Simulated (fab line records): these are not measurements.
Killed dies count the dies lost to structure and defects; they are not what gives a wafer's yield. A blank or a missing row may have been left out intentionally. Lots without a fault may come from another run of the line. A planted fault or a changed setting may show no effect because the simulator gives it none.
Struck lot and sound lot, side by side | flow rit cmos | 17 steps out of a route of 202
Sound: the wafers L682.1, L682.2, L682.3. Wafers L681.1, L681.5, L681.6 were the ones struck. The cause comes at the end.
Per side, at each step with rows, come the tool, then ch with its chambers, and then its first start. Under that, the readings that differ: sound wafers | struck wafers | difference of the means | sigmas: that difference in standard deviations of wafers without a fault.
alike: readings with means less than 2 such deviations apart, plus words and numbers identical on both sides. not compared: withheld readings, readings lacking a value on some wafer, bounds such as >300 that could conceal the same value, and numbers that have no deviation in the record and whose values overlap.
Wherever a step has rows on one side only, a row that says differs or no value, or a row with sigmas, the two part there. When numbers do not overlap yet have no deviation, they are printed without sigmas and do not part them. A reading missing from all wafers of one side parts the sides only when that side holds two or more wafers.

first, 4 steps without rows for these wafers: RIT_NSD_SOFTBAKE_02 (time 60 s); RIT_NSD_EXPOSE_03 (exposes mask M9, target cd 40700 nm); RIT_NSD_PEB_04; RIT_NSD_DEVELOP_05 (develop time 50 s).
RIT_NSD_OVL_MEAS_06:
  sound on overlay-02 at day 5 22:53; struck on overlay-02 at day 5 23:43
  alike: NSD_OVL
then, 2 steps without rows for these wafers: RIT_NSD_HARDBAKE_07 (time 60 s); RIT_NSD_IMPLANT_08.
RIT_NSD_STRIP_09: strips in O2, time 180 s.
  sound on plasma asher-04 ch 0,1, day 5 23:14; struck on plasma asher-01 ch 0,1, day 6 00:02
  alike: drypump motor current A
  not compared: rf hours counter h
RIT_NSD_TW_MEAS_10:
  sound on film metro-04 at day 5 23:25; struck on film metro-02 at day 6 00:13
  alike: NSD_TW
then, 3 steps without rows for these wafers: RIT_PSD_HMDS_00 (prime time 60 s); RIT_PSD_COAT_01 (resist thk 1000 nm); RIT_PSD_SOFTBAKE_02 (time 60 s).
RIT_PSD_EXPOSE_03: exposes mask M10, target cd 40900 nm.
  sound on iline stepper-02 ch 0, day 6 00:11; struck on iline stepper-01 ch 0, day 6 00:51
  reading                     | sound             | struck         | difference | sigmas
  model.PSD.overlay x nm (nm) | 1.057 1.057 1.057 | 3538 3538 3538 | +3537      |
  alike: mask, focus offset nm
then, 2 steps without rows for these wafers: RIT_PSD_PEB_04; RIT_PSD_DEVELOP_05 (develop time 50 s).
RIT_PSD_OVL_MEAS_06:
  sound on overlay-02 at day 6 00:35; struck on overlay-02 at day 6 01:28
  reading      | sound       | struck               | difference | sigmas
  PSD_OVL (nm) | 0.1 1.6 1.9 | 3539.1 3540.2 3539.8 | +3538.5    | +99 or more
  not compared: hold
RIT_M1_PROBE_99:
  the record holds rows for the sound wafers here (prober-01, day 6 09:21) but none for the struck ones

== WHERE THEY PART ==
First at RIT_PSD_OVL_MEAS_06; last, within this record, at RIT_M1_PROBE_99.

WHY: the cause the simulator had injected
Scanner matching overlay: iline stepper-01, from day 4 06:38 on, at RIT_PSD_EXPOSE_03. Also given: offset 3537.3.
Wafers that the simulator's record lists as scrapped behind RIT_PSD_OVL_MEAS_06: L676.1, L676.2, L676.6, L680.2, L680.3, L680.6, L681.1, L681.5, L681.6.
